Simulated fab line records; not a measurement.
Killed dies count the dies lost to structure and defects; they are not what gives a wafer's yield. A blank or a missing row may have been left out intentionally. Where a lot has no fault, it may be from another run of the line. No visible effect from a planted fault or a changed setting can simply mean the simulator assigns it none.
Chamber matching || flow berkeley-cmos170 || UCB170_M2_ETCH_17 on rie-diel-02 has 4 sister chambers
The step etches BARC in N2/H2. 4 wafers are shown with their chamber, then 9 later ones without.

== WAFERS, EACH WITH ITS CHAMBER ==
{"wafer": "L090.6", "chamber": 1, "drypump-motor-current-A (A)": 5.2}
{"wafer": "L092.4", "chamber": 0, "drypump-motor-current-A (A)": 6.0}
{"wafer": "L092.5", "chamber": 2, "drypump-motor-current-A (A)": 5.4}
{"wafer": "L092.6", "chamber": 3, "drypump-motor-current-A (A)": 5.8}

== WAFERS MISSING THEIR CHAMBER ==
{"wafer": "L096.1", "drypump-motor-current-A (A)": 5.8}
{"wafer": "L096.2", "drypump-motor-current-A (A)": 6.1}
{"wafer": "L096.4", "drypump-motor-current-A (A)": 6.0}
{"wafer": "L097.1", "drypump-motor-current-A (A)": 5.4}
{"wafer": "L097.2", "drypump-motor-current-A (A)": 6.1}
{"wafer": "L097.5", "drypump-motor-current-A (A)": 5.3}
{"wafer": "L095.1", "drypump-motor-current-A (A)": 5.8}
{"wafer": "L095.3", "drypump-motor-current-A (A)": 5.2}
{"wafer": "L095.5", "drypump-motor-current-A (A)": 5.4}

== CHAMBER TAKEN BY EACH ==
{"wafer": "L096.1", "from the rows above": 3, "in truth": 3}
{"wafer": "L096.2", "from the rows above": 0, "in truth": 0}
{"wafer": "L096.4", "from the rows above": 0, "in truth": 0}
{"wafer": "L097.1", "from the rows above": 2, "in truth": 2}
{"wafer": "L097.2", "from the rows above": 0, "in truth": 0}
{"wafer": "L097.5", "from the rows above": "can't be placed: 1 or 2", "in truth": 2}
{"wafer": "L095.1", "from the rows above": 3, "in truth": 3}
{"wafer": "L095.3", "from the rows above": 1, "in truth": 1}
{"wafer": "L095.5", "from the rows above": 2, "in truth": 2}
8 of 9 placed correctly. From these rows, 1 cannot be placed; in 1 the true chamber is one of the candidates. Number placed wrongly: 0.
How it was worked out, from the rows above alone: a wafer's distance from a chamber is the root of the sum, over the readings, of the square of ((its reading less the chamber's mean) divided by the reading's scatter). The wafer belongs to the nearest chamber; if the next one is less than 2 further off, it can't be placed. The mean given for a chamber averages the wafers shown for that chamber. The scatter (one wafer shown for each chamber): square how far every hidden wafer sits from the nearest shown wafer, average those squares and take the square root.
